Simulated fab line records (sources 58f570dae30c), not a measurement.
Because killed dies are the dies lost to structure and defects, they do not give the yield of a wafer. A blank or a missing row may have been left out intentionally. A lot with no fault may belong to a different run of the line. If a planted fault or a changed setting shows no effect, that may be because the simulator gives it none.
Code-filled problem report in 8D (eight disciplines) form -- flow berkeley_cmos170 -- the parts of the form that need people (team, actions taken, sign-off) are left out

== 1. PROBLEM STATEMENT ==
Mean of oes_product_au at UCB170_M2_STRIP_19: 0.660 a.u. across 3 wafers in 2 lots; on wafers with no fault it is 0.545 a.u. (standard deviation 0.012). That puts it +9.6 standard deviations away from the usual mean.
The step: strips in O2.
The first sign was on wafer L545.4 at day 9 15:35, on plasma_asher-01. The record holds 39 wafers of 13 lots with a number at this step. Rule for "out", or "out of limits": more than 4 standard deviations from the usual mean. All remaining wafers that have a number are taken as sound.

== 2. WHAT IT IS, WHAT IT ISN'T ==
question,is,is not
which readings at this step,oes_product_au,drypump_motor_current_A
which lots,"L545, L548","L536, L537, L538, L539, L540, L550, L551, L553, L555, L558, L559"
which wafers of those lots,"L545.4, L548.1, L548.3","L545.2, L545.3, L548.4"
read on which tools,plasma_asher-01,"plasma_asher-03, plasma_asher-04"
when,from day 9 15:35,"up to then (17 sound wafers); but 19 sound wafers of L548, L550, L551, L553, L555, L558, L559 came after"

== 3. SUSPECTS, AND WHAT RULES EACH OUT ==
Counting: any tool at a process step up to the reading remains a suspect provided it ran every lot that is out. Sound lots after the first of them don't rule it out here, since some wafers of a struck lot are sound.
- rie_metal-02 at UCB170_M2_METAL_ETCH_18 (etches Al in Cl2/BCl3, stops on SiO2, target depth 1170 nm, time 195 s): kept. It processed each lot that is out (first: L545, day 9 15:23); up to then, its last sound lot is L539 (day 8 19:10).
- plasma_asher-01 at UCB170_M2_STRIP_19 (strips in O2): kept. It processed each lot that is out (first: L545, day 9 15:35); up to then, its last sound lot is L538 (day 8 13:13). Out on those wafers are its own readings of oes_product_au.
- The sound lot-mates ran in chamber 1 of rie_metal-02 at UCB170_M2_METAL_ETCH_18, but the wafers that are out ran in chamber 0.
- The sound lot-mates ran in chamber 0 of plasma_asher-01 at UCB170_M2_STRIP_19, but the wafers that are out ran in chamber 1.
Remaining after the count are rie_metal-02 at UCB170_M2_METAL_ETCH_18 and plasma_asher-01 at UCB170_M2_STRIP_19.

== 4. THE CAUSE (what the simulator had put in) ==
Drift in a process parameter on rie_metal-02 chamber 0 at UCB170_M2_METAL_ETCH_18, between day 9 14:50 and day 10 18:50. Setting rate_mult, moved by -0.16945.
Counting left 2 suspects, and this tool is among them.

== 5. THE EFFECT CHAIN, in route order ==
Each row: a reading where the mean over the struck wafers with a number is more than 3 standard deviations away from the usual. Only readings for which the record gives a usual standard deviation are gone through. hours: the time from each lot's start at the first step in this table that gives one to its start at this step, as a median over the lots. sigmas: the change in usual standard deviations.
hours,step,reading,usual,on struck wafers,change,sigmas
0,UCB170_M2_STRIP_19,oes_product_au,0.545 a.u.,0.660,+0.115,+9.6
It contains these process steps:
- UCB170_M2_STRIP_19: strips in O2.
At these later measuring or inspecting steps, every struck wafer for which the step has a row has a number for every such reading, and none has moved that far: UCB170_M2_CD_MEAS_90.

== 6. WHAT WOULD HAVE CAUGHT IT SOONER ==
In this record the first reading out of limits was taken at day 9 15:35, 1 hour after the fault began at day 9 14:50.
No tool reading at UCB170_M2_METAL_ETCH_18 that has a usual standard deviation in the record was out on any struck wafer, so an alarm limit of 4 standard deviations on those readings would not have fired.
Among the 2 lots that are out, L548 began UCB170_M2_METAL_ETCH_18 on rie_metal-02 after day 9 15:35. A tool hold placed at that time would have kept it from harm.
